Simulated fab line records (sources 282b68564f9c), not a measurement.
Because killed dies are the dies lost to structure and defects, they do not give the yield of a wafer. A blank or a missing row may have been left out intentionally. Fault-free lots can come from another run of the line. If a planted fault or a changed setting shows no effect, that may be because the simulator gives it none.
Split-lot experiment | flow rit cmos | on a route of 202 steps: 5 lots, 23 wafers read

## THE SPLIT ITSELF
At RIT_NLDD_COAT_01 (resist thk 1000 nm), the setting resist thk nm was moved away from the recipe's 1000 nm on 8 of the 23 wafers read, by -3.7% to +5.7%. All remaining wafers had this setting at the recipe value.

## FROM THE SPLIT TO THE READING: what the file shows between them, 4 steps
- RIT_NLDD_SOFTBAKE_02: time 60 s (also split here: time s)
- RIT_NLDD_EXPOSE_03: exposes mask M7, target cd 40700 nm
- RIT_NLDD_PEB_04
- RIT_NLDD_DEVELOP_05: develop time 50 s

## THE READING
NOVOLAK_of_NLDD_COAT_01.thk nm (the simulator's own value, which no gauge read), in nm, at RIT_NLDD_HARDBAKE_07 (time 60 s). There is no usual value for it anywhere in the file. Average 884.7 nm, standard deviation 3.2 nm, over the 15 wafers here run with the recipe.

wafer  | tool, chamber at the split | resist thk nm as run, nm | against the recipe | NOVOLAK_of_NLDD_COAT_01.thk nm, nm | against lot-mates on the recipe
L076.1 | litho track-04, 0          | 963                      | -3.7%              | 853.5                              | -28.6
L076.2 | litho track-04, 0          | 1000                     | recipe             | 882.4                              | -
L076.4 | litho track-04, 0          | 963                      | -3.7%              | 850.7                              | -31.4
L076.5 | litho track-04, 0          | 1000                     | recipe             | 881.8                              | -
L076.6 | litho track-04, 0          | 963                      | -3.7%              | 852.4                              | -29.7
L078.1 | litho track-02, 0          | 1000                     | recipe             | 885.6                              | -
L078.3 | litho track-02, 0          | 1000                     | recipe             | 885.2                              | -
L078.4 | litho track-02, 0          | 1000                     | recipe             | 886.1                              | -
L078.5 | litho track-02, 0          | 1000                     | recipe             | 888.2                              | -
L078.6 | litho track-02, 0          | 1000                     | recipe             | 886.6                              | -
L080.1 | litho track-04, 0          | 1057                     | +5.7%              | 934.2                              | +47.7
L080.2 | litho track-04, 0          | 1057                     | +5.7%              | 936.8                              | +50.2
L080.4 | litho track-04, 0          | 1057                     | +5.7%              | 932.6                              | +46.1
L080.5 | litho track-04, 0          | 1000                     | recipe             | 886.6                              | -
L080.6 | litho track-04, 0          | 1000                     | recipe             | 886.5                              | -
L081.1 | litho track-04, 0          | 1055                     | +5.5%              | 935                                | +47.4
L081.3 | litho track-04, 0          | 1000                     | recipe             | 886.3                              | -
L081.4 | litho track-04, 0          | 1000                     | recipe             | 888.1                              | -
L081.5 | litho track-04, 0          | 1000                     | recipe             | 888.3                              | -
L081.6 | litho track-04, 0          | 1055                     | +5.5%              | 936.3                              | +48.7
L083.1 | litho track-01, 0          | 1000                     | recipe             | 877.2                              | -
L083.2 | litho track-01, 0          | 1000                     | recipe             | 882.8                              | -
L083.6 | litho track-01, 0          | 1000                     | recipe             | 879.2                              | -

FIT RESULTS
A straight line over all 23 wafers: NOVOLAK_of_NLDD_COAT_01.thk nm changes by +8.9 nm for each +1% of resist thk nm; r = +0.99; the points scatter about the line by 2.9 nm.
The same after taking each lot's own level away (the mean of its wafers on the recipe; 23 wafers): +8.42 nm for each +1%; r = +1.00; scatter 1.5 nm.
On that fit, the largest move of resist thk nm shifts the reading by 48 nm.
The span of the lots' own levels, 879.73 to 887.57 nm, comes to 2.4 times the standard deviation stated above.
So the lot-to-lot level changes the slope little: the two slopes agree.
Check: for one of the wafers moved furthest among these (+5.7%), held out of the fit, the line's prediction against its lot-mates is +48.5 nm. Against them it came out at +47.7 nm.

## OTHER SPLITS APPLIED TO THESE WAFERS
Note: prior to the reading, these wafers also went through further splits. Each is held against what the fit with the lots' levels taken away leaves over:
other split on the same wafers     | wafers away from the commonest value | r with NOVOLAK_of_NLDD_COAT_01.thk nm (lot level and that fit taken away)
RIT_GATE_DEVELOP_15 develop time s | 11                                   | +0.18
RIT_NLDD_SOFTBAKE_02 time s        | 7                                    | +0.12

## THE WHOLE CHAIN: every reading that the file lists as answering this split, in the file's order
step                 | what it does       | reading                                                                         | change (the file's fit)              | r (the file's)
RIT_NLDD_COAT_01     | resist thk 1000 nm | NOVOLAK_of_NLDD_COAT_01.thk nm (the simulator's own value, which no gauge read) | +9.7 nm for each +1% of the setting  | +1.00
RIT_NLDD_DEVELOP_05  | develop time 50 s  | NOVOLAK_of_NLDD_COAT_01.thk nm (the simulator's own value, which no gauge read) | +9.78 nm for each +1% of the setting | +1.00
RIT_NLDD_HARDBAKE_07 | time 60 s          | NOVOLAK_of_NLDD_COAT_01.thk nm (the simulator's own value, which no gauge read) | +8.49 nm for each +1% of the setting | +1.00

## THE FILE'S OWN FIT
NOVOLAK_of_NLDD_COAT_01.thk nm changes by +8.49 nm for each +1% of resist thk nm, r = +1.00.
